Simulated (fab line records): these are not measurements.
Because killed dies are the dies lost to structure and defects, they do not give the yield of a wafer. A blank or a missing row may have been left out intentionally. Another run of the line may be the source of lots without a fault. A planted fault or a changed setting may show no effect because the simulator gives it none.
What tool caused it? :: flow berkeley_cmos170 :: 15 lots, 45 wafers sampled, at 5 steps of a route of 331

== WHAT EACH GAUGE READ, for each wafer ==
UCB170_NWELL_THK_MEAS_02.
lot: L143
measured: day 1 23:10
on: film_metro-03
NWELL_OXIDE_THK (nm): 27.0 26.4 26.4

lot: L144
measured: day 2 07:18
on: film_metro-03
NWELL_OXIDE_THK (nm): 25.9 25.9 25.9

lot: L145
measured: day 2 12:09
on: film_metro-03
NWELL_OXIDE_THK (nm): 25.2 25.5 25.5

lot: L147
measured: day 3 00:01
on: film_metro-04
NWELL_OXIDE_THK (nm): 26.8 26.5 26.6

lot: L148
measured: day 3 00:02
on: film_metro-02
NWELL_OXIDE_THK (nm): 26.1 26.0 26.1

lot: L149
measured: day 3 09:16
on: film_metro-02
NWELL_OXIDE_THK (nm): 26.6 26.6 26.2

lot: L153
measured: day 4 04:35
on: film_metro-04
NWELL_OXIDE_THK (nm): 27.5 27.4 27.6

lot: L155
measured: day 4 15:47
on: film_metro-02
NWELL_OXIDE_THK (nm): 26.6 26.5 26.8

lot: L159
measured: day 5 08:01
on: film_metro-02
NWELL_OXIDE_THK (nm): 26.7 26.2 26.2

lot: L160
measured: day 5 16:17
on: film_metro-04
NWELL_OXIDE_THK (nm): 27.0 27.0 26.3

lot: L161
measured: day 5 21:56
on: film_metro-03
NWELL_OXIDE_THK (nm): 26.3 26.5 26.7

lot: L162
measured: day 5 21:56
on: film_metro-04
NWELL_OXIDE_THK (nm): 26.2 26.0 26.2

lot: L163
measured: day 6 06:16
on: film_metro-03
NWELL_OXIDE_THK (nm): 26.7 26.6 27.0

lot: L166
measured: day 6 21:17
on: film_metro-04
NWELL_OXIDE_THK (nm): 27.4 27.4 27.3

lot: L165
measured: day 6 21:17
on: film_metro-03
NWELL_OXIDE_THK (nm): 27.5 27.6 27.0

UCB170_NWELL_OVL_MEAS_12.
lot: L143
measured: day 2 06:45
on: overlay-01
NWELL_OVL (nm): 4 -1 -1

lot: L144
measured: day 2 18:28
on: overlay-02
NWELL_OVL (nm): 2 -2 -5

lot: L145
measured: day 2 20:25
on: overlay-02
NWELL_OVL (nm): -4 0 -1

lot: L147
measured: day 3 08:17
on: overlay-02
NWELL_OVL (nm): -2 -6 -5

lot: L148
measured: day 3 07:56
on: overlay-01
NWELL_OVL (nm): 2 -4 2

lot: L149
measured: day 3 19:38
on: overlay-02
NWELL_OVL (nm): -8 -3 0

lot: L153
measured: day 4 13:31
on: overlay-02
NWELL_OVL (nm): -1 -8 1

lot: L155
measured: day 5 01:03
on: overlay-01
NWELL_OVL (nm): 2 1 5

lot: L159
measured: day 5 16:57
on: overlay-01
NWELL_OVL (nm): 6 2 3

lot: L160
measured: day 6 00:23
on: overlay-01
NWELL_OVL (nm): -1 0 1

lot: L161
measured: day 6 05:00
on: overlay-01
NWELL_OVL (nm): 8 8 5

lot: L162
measured: day 6 05:00
on: overlay-02
NWELL_OVL (nm): -7 -16 -2

lot: L163
measured: day 6 15:01
on: overlay-01
NWELL_OVL (nm): -2 -4 -5

lot: L166
measured: day 7 06:22
on: overlay-02
NWELL_OVL (nm): -6 -3 -8

lot: L165
measured: day 7 06:08
on: overlay-02
NWELL_OVL (nm): 4 2 3

UCB170_FIELD_THK_MEAS_02.
lot: L143
measured: day 4 19:14
on: film_metro-01
FIELD_OXIDE_THK (nm): 538 547 542

lot: L144
measured: day 5 14:58
on: film_metro-01
FIELD_OXIDE_THK (nm): 547 549 555

lot: L145
measured: day 5 14:56
on: film_metro-03
FIELD_OXIDE_THK (nm): 570 565 573

lot: L147
measured: day 6 00:28
on: film_metro-03
FIELD_OXIDE_THK (nm): 558 557 554

lot: L148
measured: day 6 00:29
on: film_metro-01
FIELD_OXIDE_THK (nm): 576 561 556

lot: L149
measured: day 6 09:07
on: film_metro-01
FIELD_OXIDE_THK (nm): 563 561 559

lot: L153
measured: day 6 20:44
on: film_metro-03
FIELD_OXIDE_THK (nm): 579 575 575

lot: L155
measured: day 7 17:31
on: film_metro-01
FIELD_OXIDE_THK (nm): 550 563 555

lot: L159
measured: day 8 04:35
on: film_metro-03
FIELD_OXIDE_THK (nm): 571 567 570

lot: L160
measured: day 8 15:41
on: film_metro-03
FIELD_OXIDE_THK (nm): 572 564 569

lot: L161
measured: day 8 22:32
on: film_metro-04
FIELD_OXIDE_THK (nm): 558 568 567

lot: L162
measured: day 8 22:32
on: film_metro-01
FIELD_OXIDE_THK (nm): 556 564 555

lot: L163
measured: day 9 14:23
on: film_metro-01
FIELD_OXIDE_THK (nm): 564 567 572

lot: L166
measured: day 10 06:05
on: film_metro-01
FIELD_OXIDE_THK (nm): 562 578 566

lot: L165
measured: day 10 06:09
on: film_metro-01
FIELD_OXIDE_THK (nm): 573 569 570

UCB170_PVT_TW_MEAS_09.
lot: L143
measured: day 5 23:34
on: film_metro-04
PVT_TW: 512 513 511

lot: L144
measured: day 6 22:11
on: film_metro-03
PVT_TW: 507 505 503

lot: L145
measured: day 6 21:49
on: film_metro-01
PVT_TW: 502 501 502

lot: L147
measured: day 7 05:25
on: film_metro-01
PVT_TW: 499 498 498

lot: L148
measured: day 7 05:12
on: film_metro-01
PVT_TW: 500 500 498

lot: L149
measured: day 7 13:46
on: film_metro-01
PVT_TW: 501 505 501

lot: L153
measured: day 8 07:20
on: film_metro-04
PVT_TW: 509 505 507

lot: L155
measured: day 9 04:49
on: film_metro-03
PVT_TW: 517 517 515

lot: L159
measured: day 9 18:40
on: film_metro-03
PVT_TW: 518 519 518

lot: L160
measured: day 10 03:13
on: film_metro-04
PVT_TW: 518 519 521

lot: L161
measured: day 10 03:28
on: film_metro-04
PVT_TW: 509 506 507

lot: L162
measured: day 10 04:08
on: film_metro-01
PVT_TW: 508 509 508

lot: L163
measured: day 10 12:19
on: film_metro-03
PVT_TW: 505 503 506

lot: L166
measured: day 11 08:25
on: film_metro-03
PVT_TW: 506 507 506

lot: L165
measured: day 11 07:37
on: film_metro-01
PVT_TW: 504 504 507

== EACH LOT AND THE TOOL THAT RAN IT (in order: tool; ch and the chambers of the sampled wafers; start) ==
lot: L143
UCB170_PVT_IMPLANT_07: implanter-04 ch 0, day 5 23:20

lot: L144
UCB170_PVT_IMPLANT_07: implanter-02 ch 0, day 6 21:56

lot: L145
UCB170_PVT_IMPLANT_07: implanter-03 ch 0, day 6 21:35

lot: L147
UCB170_PVT_IMPLANT_07: implanter-02 ch 0, day 7 05:10

lot: L148
UCB170_PVT_IMPLANT_07: implanter-04 ch 0, day 7 04:59

lot: L149
UCB170_PVT_IMPLANT_07: implanter-04 ch 0, day 7 13:31

lot: L153
UCB170_PVT_IMPLANT_07: implanter-04 ch 0, day 8 07:05

lot: L155
UCB170_PVT_IMPLANT_07: implanter-04 ch 0, day 9 04:35

lot: L159
UCB170_PVT_IMPLANT_07: implanter-04 ch 0, day 9 18:26

lot: L160
UCB170_PVT_IMPLANT_07: implanter-04 ch 0, day 10 02:59

lot: L161
UCB170_PVT_IMPLANT_07: implanter-03 ch 0, day 10 03:13

lot: L162
UCB170_PVT_IMPLANT_07: implanter-02 ch 0, day 10 03:54

lot: L163
UCB170_PVT_IMPLANT_07: implanter-02 ch 0, day 10 12:05

lot: L166
UCB170_PVT_IMPLANT_07: implanter-02 ch 0, day 11 08:05

lot: L165
UCB170_PVT_IMPLANT_07: implanter-02 ch 0, day 11 07:23
- UCB170_PVT_IMPLANT_07

== AS READ BY THE TOOLS THEMSELVES (means over the sampled wafers that have a number; for cases with no such wafer, the mark the record gives instead) ==
UCB170_PVT_IMPLANT_07.
lot: L143
tool: implanter-04
dose_ions_cm2: 2e+12
end_station_pressure_torr (Torr): 5.23e-06
faraday_current_uA: 6.33

lot: L144
tool: implanter-02
dose_ions_cm2: 2e+12
end_station_pressure_torr (Torr): 5.27e-06
faraday_current_uA: 6.26

lot: L145
tool: implanter-03
dose_ions_cm2: 2e+12
end_station_pressure_torr (Torr): 5.00e-06
faraday_current_uA: 6.43

lot: L147
tool: implanter-02
dose_ions_cm2: 2e+12
end_station_pressure_torr (Torr): 4.97e-06
faraday_current_uA: 6.24

lot: L148
tool: implanter-04
dose_ions_cm2: 2e+12
end_station_pressure_torr (Torr): 5.10e-06
faraday_current_uA: 6.30

lot: L149
tool: implanter-04
dose_ions_cm2: 2e+12
end_station_pressure_torr (Torr): 4.79e-06
faraday_current_uA: 6.26

lot: L153
tool: implanter-04
dose_ions_cm2: 2e+12
end_station_pressure_torr (Torr): 4.70e-06
faraday_current_uA: 6.35

lot: L155
tool: implanter-04
dose_ions_cm2: 2e+12
end_station_pressure_torr (Torr): 4.71e-06
faraday_current_uA: 6.73

lot: L159
tool: implanter-04
dose_ions_cm2: 2e+12
end_station_pressure_torr (Torr): 4.80e-06
faraday_current_uA: 6.84

lot: L160
tool: implanter-04
dose_ions_cm2: 2e+12
end_station_pressure_torr (Torr): 5.08e-06
faraday_current_uA: 6.74

lot: L161
tool: implanter-03
dose_ions_cm2: 2e+12
end_station_pressure_torr (Torr): 5.27e-06
faraday_current_uA: 6.25

lot: L162
tool: implanter-02
dose_ions_cm2: 2e+12
end_station_pressure_torr (Torr): 5.02e-06
faraday_current_uA: 6.36

lot: L163
tool: implanter-02
dose_ions_cm2: 2e+12
end_station_pressure_torr (Torr): 5.06e-06
faraday_current_uA: 6.38

lot: L166
tool: implanter-02
dose_ions_cm2: 2e+12
end_station_pressure_torr (Torr): 4.90e-06
faraday_current_uA: 6.37

lot: L165
tool: implanter-02
dose_ions_cm2: 2e+12
end_station_pressure_torr (Torr): 5.13e-06
faraday_current_uA: 6.34

== THE ANSWER, worked out from the rows above alone ==
Rule: what is usual is taken from the lots themselves. Put in order of their means at a reading, lots are off if they are a third of the lots or fewer, leave a main group of 4 or more, and stand apart from it by a gap of 3 or more times the standard deviation of the main group's means; of several such gaps the widest counts. Not used: any main group whose means are identical at the precision the tables above print for the reading. A lot without any number at a reading at which 4 lots or more have one is off too. All remaining lots with rows at the step are treated as sound. The gauges are gone through in route order, then the tools' own readings, and for those a lot's mean is taken as printed above. The first step at which some lot is off is used, and at that step the reading that is off furthest; a lot without a number counts as furthest.
Off: L155, L159, L160 (UCB170_PVT_IMPLANT_07, faraday_current_uA). Mean 6.32 and standard deviation 0.058 in the main group.
A tool fits if, at that step or a process step before it, it ran every lot that is off, and no sound lot after the first of them. One candidate fits, namely implanter-04 at UCB170_PVT_IMPLANT_07. A fault onset in the window from L153 (day 8 07:05, its last sound lot) to L155 (day 9 04:35, its first lot off) fits.
On the lots that are off, the tool's own readings at UCB170_PVT_IMPLANT_07 differ by more than 5 times the standard deviation of the sound lots' means, which bears it out; faraday_current_uA reads 6.77 there versus 6.32 on the sound lots.

== WHAT HAD BEEN PUT IN BY THE SIMULATOR ==
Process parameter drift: implanter-04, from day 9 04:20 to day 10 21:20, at UCB170_PVT_IMPLANT_07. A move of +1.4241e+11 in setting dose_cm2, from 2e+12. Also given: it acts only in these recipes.
Lots struck among those shown: L155, L159, L160. The rule above reached the same finding.
